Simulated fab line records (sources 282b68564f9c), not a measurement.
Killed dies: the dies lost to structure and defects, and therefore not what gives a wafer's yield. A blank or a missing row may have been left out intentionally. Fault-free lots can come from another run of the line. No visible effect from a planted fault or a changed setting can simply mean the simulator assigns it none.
Problem report in the 8D (eight disciplines) form, filled by code | flow rit cmos | the parts of the form that need people (team, actions taken, sign-off) are left out

1. THE ISSUE
Wafers without a fault read 3249.8 rpm, standard deviation 2.2; spin speed rpm at RIT_CONTACT_COAT_03 reads a mean of 3149.7 rpm on 6 wafers belonging to 2 lots. That is -46 standard deviations from the usual mean.
The step: resist thk 1000 nm.
The first sign was on wafer L695.1 at day 4 04:28, on litho track-04. At this step, 42 wafers from 14 lots have a number in the record. Rule for "out" (also "out of limits"): further than 4 standard deviations from the usual mean. The other wafers with a number count as sound.

2. WHAT THIS IS AND IS NOT
question                    | is                     | is not
which readings at this step | spin speed rpm         | dispense pressure kPa
which lots                  | L695, L702             | L690, L691, L692, L697, L701, L704, L705, L706, L707, L708, L712, L713
which wafers of those lots  | all that have a number | -
read on which tools         | litho track-04         | litho track-01, litho track-03
when                        | from day 4 04:28       | up to then (9 sound wafers); but 27 sound wafers of L697, L701, L704, L705, L706, L707, L708, L712, L713 came after

3. THE SUSPECTS, EACH WITH WHAT RULES IT OUT
Counting: any tool at a process step up to the reading is kept as a suspect provided that every lot that is out went through it and no sound lot did after the first of them.
- litho track-04 at RIT_CONTACT_COAT_03 (resist thk 1000 nm): ruled out as a lasting fault. Following L695 (day 4 04:28), the first lot on it that is out, the sound lots L713 were run on it.
Left after counting: nothing in the record.

4. THE CAUSE (what the simulator had put in)
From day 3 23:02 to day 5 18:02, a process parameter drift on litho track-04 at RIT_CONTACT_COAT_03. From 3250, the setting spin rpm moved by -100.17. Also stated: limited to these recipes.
Counting ruled it out, wrongly.

5. THE CHAIN OF EFFECTS, in route order
Rows list readings where the struck wafers' mean (over those with a number) sits beyond 3 standard deviations from the usual. Only readings whose record carries a usual standard deviation are examined. hours: median over the lots of the time between each lot's start at the first step of this table that gives one and its start at this step. sigmas: the change, counted in usual standard deviations.
hours | step                | reading        | usual      | on struck wafers | change | sigmas
0     | RIT_CONTACT_COAT_03 | spin speed rpm | 3249.8 rpm | 3149.7           | -100.1 | -46
The process steps in it:
- RIT_CONTACT_COAT_03: resist thk 1000 nm.

6. HOW IT WOULD HAVE BEEN CAUGHT EARLIER
In this record the first reading out of limits was taken at day 4 04:28, 5 hours after the fault began at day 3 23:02.
